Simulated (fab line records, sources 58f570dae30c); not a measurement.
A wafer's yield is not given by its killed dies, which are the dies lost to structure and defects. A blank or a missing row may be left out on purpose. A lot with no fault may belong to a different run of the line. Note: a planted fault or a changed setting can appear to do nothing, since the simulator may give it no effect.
fab line records ; flow berkeley-cmos170 ; part 2 of 2: steps 26 to 37 of 37
record lots=5; wafers=15; last-day=13
route steps=331 shown CONTACT@232 M1@238 V1@254
lots that met no fault: taken from a fault-free run of the same line
start-h: the number of hours between the record's first day and the start of the first shown wafer of the lot ; wait-h: how many hours have passed since the lot's step before this one ; " as in the row above ; L1.1+2: several wafers, shown together as one row ; - value missing, or start not given ; * or withheld: withheld ; < > ~ a bound
route shown NAME@n: a module of which the file shows steps, and the number in the route of the first ; usual: the fault-free wafers' mean and standard deviation ; same: alike in all rows ; chamber/n: place in a boat ; sites: per-site readings ; _std_site: how widely they spread, as a standard deviation ; _edge_site: inner sites' mean taken away from outer sites' mean ; radius-mm: for every site, how far away it sits from the centre of the wafer ; mask NAME#n: copy n ; behind: tool/chamber where the wafer was last shaped ; hold: what put the lot on hold/how long, in hours/how the hold closed ; device: names the non-switching transistor (n, p or np) ; end of line: the tests these same wafers got at the end of their route ; a step without rows: its recipe alone ; killed: the dies lost at the first sort to structure and to defects; this is not the yield of the wafer ; map: a wafer's dies, x killed, . not, _ none there
set.NAME: the setting that was run; set.NAME@STEP: the one run at that earlier step ; model.NAME: the simulator's own value behind a step, which no gauge read
a table for each step, a row for each wafer; lots at some steps of the route
services: from which hour (start-h, from the record's first day; less than 0 if before it) a tool's chamber was out of use, for how many hours, and why
## steps
# step UCB170_V1_BOW_MEAS_03
# recipe mode=bow
# usual V1_BOW=19/6
lot.wafer;tool;chamber;start-h;wait-h;V1_BOW[um]
L079.1;film-metro-04;-;206.09;0.1;17
L079.2;film-metro-04;-;206.09;0.1;27
L079.5;film-metro-04;-;206.09;0.1;14
L086.2;film-metro-04;-;238.16;0.1;23
L086.3;film-metro-04;-;238.16;0.1;22
L086.5;film-metro-04;-;238.16;0.1;24
L090.3;film-metro-01;-;255.51;0.1;18
L090.5;film-metro-01;-;255.51;0.1;18
L090.6;film-metro-01;-;255.51;0.1;21
L091.1;film-metro-02;-;270.70;0.2;20
L091.4;film-metro-02;-;270.70;0.2;30
L091.6;film-metro-02;-;270.70;0.2;10
L096.1;film-metro-02;-;290.28;0.2;20
L096.3;film-metro-02;-;290.28;0.2;18
L096.4;film-metro-02;-;290.28;0.2;13
# step UCB170_V1_THK_MEAS_04
# recipe reads=SiO2_of_V1_CVD_00
# usual V1_POLISHED_THK=1000.1/1.2
lot.wafer;tool;chamber;start-h;wait-h;V1_POLISHED_THK[nm]
L079.1;film-metro-04;-;206.21;0.1;999.7
L079.2;film-metro-04;-;206.21;0.1;1000.7
L079.5;film-metro-04;-;206.21;0.1;1000.7
L086.2;film-metro-04;-;238.27;0.1;999.5
L086.3;film-metro-04;-;238.27;0.1;1000.5
L086.5;film-metro-04;-;238.27;0.1;1000.5
L090.3;film-metro-01;-;255.61;0.1;998.5
L090.5;film-metro-01;-;255.61;0.1;997.9
L090.6;film-metro-01;-;255.61;0.1;1001.4
L091.1;film-metro-02;-;270.82;0.1;1000.6
L091.4;film-metro-02;-;270.82;0.1;1001.4
L091.6;film-metro-02;-;270.82;0.1;998.9
L096.1;film-metro-02;-;290.40;0.1;1000.1
L096.3;film-metro-02;-;290.40;0.1;1000.7
L096.4;film-metro-02;-;290.40;0.1;1001.0
# step UCB170_V1_CLEAN_05
# recipe chemistry=DIW
lot.wafer;tool;chamber;start-h;wait-h
L079.1+2+5;wet-bench-02;0;206.27;0.1
L086.2+3+5;wet-bench-02;0;241.34;3.1
L090.3+5+6;wet-bench-01;2;255.65;0.0
L091.1+4+6;wet-bench-03;1;271.27;0.4
L096.1+3+4;wet-bench-03;2;292.85;2.4
# step UCB170_V1_HMDS_06
# recipe prime-time-s=60; prime-temp-c=100
lot.wafer;tool;chamber;start-h;wait-h
L079.1+2+5;litho-track-04;0;206.45;0.0
L086.2+3+5;litho-track-01;0;242.06;0.4
L090.3+5+6;litho-track-04;0;255.87;0.1
L091.1+4+6;litho-track-01;0;271.58;0.1
L096.1+3+4;litho-track-01;0;293.54;0.5
# step UCB170_V1_COAT_07
# recipe resist=KrF; spin-rpm=1500; resist-thk-nm=900
# usual dispense-pressure-kPa=46.1/0.88; spin-speed-rpm=1500.1/0.88
lot.wafer;tool;chamber;start-h;wait-h;dispense-pressure-kPa;spin-speed-rpm
L079.1;litho-track-04;0;206.60;0.1;46.4;1500.3
L079.2;litho-track-04;0;206.60;0.1;46.3;1501.3
L079.5;litho-track-04;0;206.60;0.1;46.4;1499.7
L086.2;litho-track-01;0;242.21;0.1;45.3;1499.4
L086.3;litho-track-01;0;242.21;0.1;45.3;1500.2
L086.5;litho-track-01;0;242.21;0.1;45.3;1499.9
L090.3;litho-track-04;0;256.02;0.1;46.4;1500.8
L090.5;litho-track-04;0;256.02;0.1;46.3;1499.3
L090.6;litho-track-04;0;256.02;0.1;46.3;1501.5
L091.1;litho-track-01;0;271.73;0.1;45.3;1500.8
L091.4;litho-track-01;0;271.73;0.1;45.3;1500.3
L091.6;litho-track-01;0;271.73;0.1;45.3;1499.5
L096.1;litho-track-01;0;293.69;0.1;45.3;1501.3
L096.3;litho-track-01;0;293.69;0.1;45.3;1499.2
L096.4;litho-track-01;0;293.69;0.1;45.3;1499.9
# step UCB170_V1_SOFTBAKE_08
# recipe resist=KrF; temp-c=130; time-s=60
lot.wafer;tool;chamber;start-h;wait-h
L079.1+2+5;litho-track-04;0;206.75;0.1
L086.2+3+5;litho-track-01;0;242.36;0.1
L090.3+5+6;litho-track-04;0;256.17;0.1
L091.1+4+6;litho-track-01;0;271.88;0.1
L096.1+3+4;litho-track-01;0;293.84;0.1
# step UCB170_V1_EXPOSE_09
# recipe mask-id=VIA1; target-cd-nm=700; na=0.5; sigma-outer=0.6; source-shape=conventional; dose-mj=37
lot.wafer;tool;chamber;start-h;wait-h;mask
L079.1+2+5;krf-scanner-02;0;206.90;0.1;VIA1#0
L086.2+3+5;krf-scanner-02;0;-;-;VIA1#0
L090.3+5+6;krf-scanner-01;0;256.44;0.2;VIA1#0
L091.1+4+6;krf-scanner-01;0;272.15;0.2;VIA1#0
L096.1+3+4;krf-scanner-02;0;294.14;0.3;VIA1#0
# step UCB170_V1_PEB_10
# recipe peb-temp-c=130; peb-time-s=withheld; resist=KrF
lot.wafer;tool;chamber;start-h;wait-h
L079.1+2+5;litho-track-01;0;207.07;0.2
L086.2+3+5;litho-track-01;0;-;-
L090.3+5+6;litho-track-02;0;256.57;0.1
L091.1+4+6;litho-track-04;0;272.62;0.4
L096.1+3+4;litho-track-01;0;295.17;1.0
# step UCB170_V1_DEVELOP_11
# recipe developer=TMAH; develop-time-s=45; resist=KrF; dev-temp-c=21
lot.wafer;tool;chamber;start-h;wait-h
L079.1+2+5;litho-track-01;0;-;-
L086.2+3+5;litho-track-01;0;-;-
L090.3+5+6;litho-track-02;0;-;-
L091.1+4+6;litho-track-04;0;-;-
L096.1+3+4;litho-track-01;0;-;-
# step UCB170_V1_CD_MEAS_12
# recipe target-cd-nm=700
# usual cd-nm=700.3/1.4
lot.wafer;tool;chamber;start-h;wait-h;cd-nm
L079.1;cd-sem-02;-;207.35;-;701.2
L079.2;cd-sem-02;-;207.35;-;699.9
L079.5;cd-sem-02;-;207.35;-;701.1
L086.2;cd-sem-02;-;244.08;-;701.9
L086.3;cd-sem-02;-;244.08;-;701.9
L086.5;cd-sem-02;-;244.08;-;701.2
L090.3;cd-sem-02;-;256.83;-;698.4
L090.5;cd-sem-02;-;256.83;-;700.0
L090.6;cd-sem-02;-;256.83;-;699.5
L091.1;cd-sem-02;-;272.89;-;699.1
L091.4;cd-sem-02;-;272.89;-;699.2
L091.6;cd-sem-02;-;272.89;-;700.0
L096.1;cd-sem-02;-;295.44;-;698.4
L096.3;cd-sem-02;-;295.44;-;698.9
L096.4;cd-sem-02;-;295.44;-;700.1
# step UCB170_V1_OVL_MEAS_13
# usual V1_OVL=-5/5.8
lot.wafer;tool;chamber;start-h;wait-h;V1_OVL[nm]
L079.1;overlay-01;-;207.47;0.1;5
L079.2;overlay-01;-;207.47;0.1;3
L079.5;overlay-01;-;207.47;0.1;0
L086.2;overlay-02;-;244.19;0.1;-3
L086.3;overlay-02;-;244.19;0.1;-5
L086.5;overlay-02;-;244.19;0.1;-4
L090.3;overlay-02;-;256.92;0.1;-3
L090.5;overlay-02;-;256.92;0.1;1
L090.6;overlay-02;-;256.92;0.1;-11
L091.1;overlay-02;-;273.01;0.1;-3
L091.4;overlay-02;-;273.01;0.1;0
L091.6;overlay-02;-;273.01;0.1;-5
L096.1;overlay-02;-;295.56;0.1;-1
L096.3;overlay-02;-;295.56;0.1;-2
L096.4;overlay-02;-;295.56;0.1;1
# step UCB170_V1_ETCH_14
# recipe chemistry=CHF3/CF4/Ar; target=SiO2; stop-on=Al; CHF3_flow_sccm=45; cf4-flow-sccm=15; Ar_flow_sccm=150; pressure-mtorr=200; rf-w=700; target-depth-a=12500; over-etch-frac=0.25; time-s=291
# usual drypump-motor-current-A=5.8/0.53; mfc-ar-sccm=150.0/0.48; oes-product-au=0.875/0.014; throttle-valve-pct=6.98/0.14
lot.wafer;tool;chamber;start-h;wait-h;drypump-motor-current-A;mfc-ar-sccm;oes-product-au;rf-hours-counter-h;throttle-valve-pct
L079.1;rie-diel-03;1;207.50;0.0;5.7;150.2;0.901;97;7.14
L079.2;rie-diel-03;2;207.50;0.0;5.5;150.2;0.897;80;7.18
L079.5;rie-diel-03;2;207.50;0.0;5.5;150.6;0.895;-;7.18
L086.2;rie-diel-01;0;244.22;0.0;6.3;150.1;0.864;2;6.98
L086.3;rie-diel-01;1;244.22;0.0;4.7;150.9;0.855;91;6.69
L086.5;rie-diel-01;1;244.22;0.0;4.7;150.5;0.862;-;6.70
L090.3;rie-diel-03;1;256.95;0.0;5.8;149.6;0.887;99;7.12
L090.5;rie-diel-03;3;256.95;0.0;6.5;150.1;0.885;-;6.99
L090.6;rie-diel-03;0;256.95;0.0;5.8;150.3;0.883;-;7.18
L091.1;rie-diel-04;1;273.05;0.0;5.6;150.2;0.872;11;6.86
L091.4;rie-diel-04;3;273.05;0.0;5.9;149.1;0.878;4;6.81
L091.6;rie-diel-04;1;273.05;0.0;5.6;150.4;0.870;-;6.85
L096.1;rie-diel-04;1;295.60;0.0;5.6;150.6;0.863;11;6.85
L096.3;rie-diel-04;3;295.60;0.0;5.9;150.3;0.873;5;6.83
L096.4;rie-diel-04;2;295.60;0.0;6.1;150.4;0.884;-;6.89
## services
tool;chamber;start-h;hours;kind
rie-diel-03;0;180.05;4.7;repair
pecvd-01;-;183.88;0.8;repair
cmp-02;-;190.44;1.6;repair
krf-scanner-01;-;193.24;0.8;pm
plasma-asher-02;-;193.35;4.3;pm
pvd-sputter-01;-;195.31;4.2;repair
rie-diel-02;2;195.99;6.4;repair
pvd-sputter-01;-;199.85;1.2;repair
wet-bench-03;-;200.16;12.2;repair
krf-scanner-01;-;200.31;1.0;pm
krf-scanner-02;-;201.73;1.0;pm
krf-scanner-02;-;208.59;4.0;pm
rie-metal-03;1;209.83;1.2;repair
rie-diel-01;0;220.29;2.6;repair
rie-metal-03;-;225.28;0.4;repair
rie-diel-04;2;229.45;6.9;repair
cmp-02;-;232.00;4.0;pm
krf-scanner-02;-;234.88;0.8;pm
plasma-asher-04;-;240.78;21.9;repair
rie-diel-01;2;247.95;8.5;repair
pecvd-01;0;248.90;6.7;repair
rie-diel-01;0;256.00;32.7;repair
krf-scanner-02;-;285.79;1.3;pm
rie-diel-04;0;293.30;2.6;repair
